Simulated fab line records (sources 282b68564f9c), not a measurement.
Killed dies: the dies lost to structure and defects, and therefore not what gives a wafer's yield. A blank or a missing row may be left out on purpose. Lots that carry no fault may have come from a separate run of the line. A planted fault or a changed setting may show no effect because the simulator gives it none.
Split-lot experiment ; flow rit cmos ; 5 lots, 23 wafers read, on a route of 202 steps

SPLIT DETAILS
At RIT_SILICIDE_SPUTTER_01 (material Ti, target thk 30 nm, time 240 s), the setting power w was moved away from the recipe's 350 W on 10 of the 23 wafers read, by -10.7% to -4.4%. This setting was run at the recipe's value on the other wafers.

SPLIT TO READING: what lies between them in the file, 1 step
- RIT_SILICIDE_RS_MEAS_02: measures by four-point-probe

THE READING
SILICIDE_TI_THK, in nm, at RIT_SILICIDE_THK_MEAS_03 (measures by xrf). Typical for fault-free wafers on this fab line: 30.0 nm, with standard deviation 0.39 nm.

wafer;tool, chamber at the split;power w as run, W;against the recipe;SILICIDE_TI_THK, nm;against lot-mates on the recipe
L080.2;pvd sputter-03, -;350;recipe;29.8;-
L080.3;pvd sputter-03, -;350;recipe;30.4;-
L080.4;pvd sputter-03, -;326.4;-6.7%;28.7;-1.4
L080.5;pvd sputter-03, -;326.4;-6.7%;27.3;-2.8
L080.6;pvd sputter-03, -;326.4;-6.7%;27.7;-2.4
L081.1;pvd sputter-01, -;334.7;-4.4%;28.6;-1.3
L081.2;pvd sputter-01, -;350;recipe;29.6;-
L081.3;pvd sputter-01, -;350;recipe;30.2;-
L081.5;pvd sputter-01, -;350;recipe;30.0;-
L081.6;pvd sputter-01, -;334.7;-4.4%;28.8;-1.1
L082.1;pvd sputter-03, -;350;recipe;29.9;-
L082.3;pvd sputter-03, -;350;recipe;29.7;-
L082.4;pvd sputter-03, -;316.3;-9.6%;27.0;-3.1
L082.5;pvd sputter-03, -;350;recipe;30.6;-
L082.6;pvd sputter-03, -;316.3;-9.6%;27.4;-2.7
L083.1;pvd sputter-01, -;350;recipe;30.8;-
L083.3;pvd sputter-01, -;350;recipe;30.2;-
L083.5;pvd sputter-01, -;350;recipe;30.6;-
L085.1;pvd sputter-01, -;312.7;-10.7%;27.3;-2.8
L085.2;pvd sputter-01, -;350;recipe;30.0;-
L085.3;pvd sputter-01, -;312.7;-10.7%;27.3;-2.8
L085.5;pvd sputter-01, -;312.7;-10.7%;26.5;-3.6
L085.6;pvd sputter-01, -;350;recipe;30.3;-

THE FIT
A straight line over all 23 wafers: SILICIDE_TI_THK changes by +0.305 nm for each +1% of power w; r = +0.96; the points scatter about the line by 0.4 nm.
The same after taking each lot's own level away (the mean of its wafers on the recipe; 23 wafers): +0.299 nm for each +1%; r = +0.97; scatter 0.36 nm.
According to that fit, moving power w by its largest amount changes the reading by 3.2 nm.
The lots' own levels span 29.93 to 30.53 nm, that is 1.5 times the standard deviation above.
So the lot-to-lot level changes the slope little: the two slopes agree.
Check: with one of the wafers moved furthest among these (-10.7%) left out of the fit, the line predicts -3.26 nm for it against its lot-mates. Against them it came out at -2.85 nm.

FURTHER SPLITS ON THESE WAFERS
These wafers also went through other splits before the reading. Each is held against what the fit with the lots' levels taken away leaves over:
other split on the same wafers;wafers away from the commonest value;r with SILICIDE_TI_THK (lot level and that fit taken away)
RIT_NLDD_IMPLANT_08 dose cm2;10;+0.29
RIT_SPACER_CVD_03 nh3 flow sccm;15;+0.12
RIT_NSD_SOFTBAKE_02 temp c;6;-0.17
RIT_PSD_IMPLANT_08 dose cm2;11;-0.03

THE WHOLE CHAIN: every reading that the file lists as answering this split, in the file's order
step;what it does;reading;change (the file's fit);r (the file's)
RIT_SILICIDE_SPUTTER_01;material Ti, target thk 30 nm, time 240 s;Ti_of_SILICIDE_SPUTTER_01.thk nm (the simulator's own value, which no gauge read);+0.301 nm for each +1% of the setting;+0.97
RIT_SILICIDE_RS_MEAS_02;measures by four-point-probe;SILICIDE_TI_RS;-0.671 for each +1% of the setting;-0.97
RIT_SILICIDE_THK_MEAS_03;measures by xrf;SILICIDE_TI_THK;+0.297 for each +1% of the setting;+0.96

THE FILE'S OWN FIT
SILICIDE_TI_THK changes by +0.297 nm for each +1% of power w, r = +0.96.
